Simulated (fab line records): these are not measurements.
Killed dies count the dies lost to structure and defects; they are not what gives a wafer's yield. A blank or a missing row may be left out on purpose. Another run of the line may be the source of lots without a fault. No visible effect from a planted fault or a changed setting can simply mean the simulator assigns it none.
Matching of chambers ; flow rit_cmos ; RIT_GATE_ETCH_19 on rie_si-01 has 4 sister chambers
The step etches poly-Si in SF6/CHF3/O2, stops on SiO2, time 165 s, target depth 312.5 nm. 8 wafers are shown with their chamber, then 7 later ones without.

== WAFERS WITH THEIR CHAMBER ==
wafer;chamber;throttle_valve_pct (%);oes_product_au (a.u.)
L121.5;3;10.18;0.832
L125.3;1;10.22;0.844
L125.6;1;10.22;0.853
L127.1;2;10.12;0.859
L127.4;0;10.35;0.852
L127.5;0;10.36;0.851
L133.1;2;10.12;0.840
L133.3;3;10.20;0.846

== WAFERS MISSING THEIR CHAMBER ==
wafer;throttle_valve_pct (%);oes_product_au (a.u.)
L133.5;10.20;0.847
L137.2;10.14;0.853
L137.3;10.18;0.843
L137.4;10.35;0.848
L139.1;10.20;0.848
L139.2;10.13;0.843
L139.6;10.21;0.849

== WHICH CHAMBER EACH ONE RAN IN ==
wafer;from the rows above;in truth
L133.5;can't be placed: 3 or 1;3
L137.2;2;2
L137.3;3;3
L137.4;0;0
L139.1;can't be placed: 3 or 1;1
L139.2;2;2
L139.6;can't be placed: 1 or 3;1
Correctly placed: 4 of 7. Can't be placed from these rows: 3 (the true chamber is among the candidates in 3). Placed wrongly: 0.
How it was worked out, from the rows above alone: a wafer's distance from a chamber is the root of the sum, over the readings, of the square of ((its reading less the chamber's mean) divided by the reading's scatter). The wafer belongs to the nearest chamber; if the next one is less than 2 further off, it can't be placed. Each chamber's mean is taken over the wafers shown for it. The scatter is the square root of a quotient: the sum, over the shown wafers, of each reading's squared deviation from its chamber's mean, divided by wafers minus chambers.
